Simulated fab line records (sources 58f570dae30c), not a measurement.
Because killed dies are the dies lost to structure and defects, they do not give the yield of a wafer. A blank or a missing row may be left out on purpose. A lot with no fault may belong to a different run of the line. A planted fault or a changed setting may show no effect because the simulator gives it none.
Which of the tools did it?	flow berkeley-cmos170	Sampling: 14 lots, 42 wafers, 2 of 331 route steps

== WHAT EACH GAUGE READ, for each wafer ==
UCB170_WELLDRIVE_THK_MEAS_02. Usual: WELLDRIVE_OXIDE_THK typically reads 199 nm, with standard deviation 5.4.
lot	measured	on	WELLDRIVE_OXIDE_THK (nm)	flag
L345	day 4 03:50	film-metro-03	203 205 204	
L347	day 4 10:29	film-metro-03	193 190 190	
L348	day 4 21:13	film-metro-01	194 196 201	
L350	day 4 21:11	film-metro-03	203 201 203	
L351	day 5 03:43	film-metro-02	204 206 205	
L352	day 5 14:47	film-metro-02	196 195 194	
L353	day 5 14:47	film-metro-03	195 197 197	
L356	day 6 02:20	film-metro-03	201 199 200	
L359	day 7 03:51	film-metro-01	207 202 201	
L360	day 7 03:51	film-metro-03	203 205 204	
L363	day 7 17:24	film-metro-03	195 192 197	
L364	day 7 23:32	film-metro-01	187 191 192	
L366	day 8 19:11	film-metro-03	199 199 203	
L368	day 8 23:38	film-metro-03	202 205 203	

== WHICH TOOL RAN EACH LOT (tool, then ch and the chambers of the sampled wafers, then the start) ==
lot	UCB170_ZERO_STRIP_07
L345	plasma-asher-03 ch 0,1, day 1 23:33
L347	plasma-asher-01 ch 0,1, day 2 10:57
L348	plasma-asher-01 ch 0,1, day 2 15:08
L350	plasma-asher-03 ch 0,1, day 2 19:07
L351	plasma-asher-01 ch 0,1, day 3 05:08
L352	plasma-asher-03 ch 0,1, day 3 12:23
L353	plasma-asher-04 ch 0,1, day 3 12:23
L356	plasma-asher-03 ch 0,1, day 4 05:55
L359	plasma-asher-01 ch 0,1, day 4 20:55
L360	plasma-asher-04 ch 0,1, day 4 21:10
L363	plasma-asher-03 ch 0,1, day 5 13:14
L364	plasma-asher-04 ch 0,1, day 5 23:36
L366	plasma-asher-01 ch 0,1, day 6 07:00
L368	plasma-asher-04 ch 0,1, day 7 00:28
- UCB170_ZERO_STRIP_07: strips in O2.

== WHAT THE TOOLS THEMSELVES READ (means of the sampled wafers that have a number; where no wafer has one, the mark that the record gives instead) ==
UCB170_ZERO_STRIP_07. Usual: drypump-motor-current-A 5.7 A, standard deviation 0.36; oes-product-au 0.727 a.u., standard deviation 0.0043; strip-time-to-endpoint-s 21.47 s, standard deviation 0.068.
lot	tool	drypump-motor-current-A (A)	oes-product-au (a.u.)	strip-time-to-endpoint-s (s)	flag
L345	plasma-asher-03	5.3	0.728	21.58	
L347	plasma-asher-01	5.8	0.730	21.55	
L348	plasma-asher-01	5.8	0.724	21.54	
L350	plasma-asher-03	5.4	0.727	21.39	
L351	plasma-asher-01	5.8	0.726	21.56	
L352	plasma-asher-03	5.4	0.724	21.55	
L353	plasma-asher-04	5.8	0.730	21.56	
L356	plasma-asher-03	5.4	0.727	21.43	
L359	plasma-asher-01	5.8	0.727	21.45	
L360	plasma-asher-04	5.8	0.726	21.52	
L363	plasma-asher-03	5.3	0.723	21.45	
L364	plasma-asher-04	5.9	0.724	21.49	
L366	plasma-asher-01	5.8	0.728	21.40	
L368	plasma-asher-04	5.8	0.727	21.42	

== THE ANSWER, worked out from the rows above alone ==
Rule: a lot counts as off when the mean over its wafers that have a number is more than 3 standard deviations away from the usual mean. A lot without any number at a reading at which 4 lots or more have one is off too. All remaining lots with rows at the step are treated as sound. The gauges are gone through in route order, then the tools' own readings, and for those a lot's mean is taken as printed above. At the first step where some lot is off, the reading lying furthest off is the one used; lots without a number count as furthest.
Nothing can be told from this: no lot is off at any reading shown.

== WHAT HAD BEEN PUT IN BY THE SIMULATOR ==
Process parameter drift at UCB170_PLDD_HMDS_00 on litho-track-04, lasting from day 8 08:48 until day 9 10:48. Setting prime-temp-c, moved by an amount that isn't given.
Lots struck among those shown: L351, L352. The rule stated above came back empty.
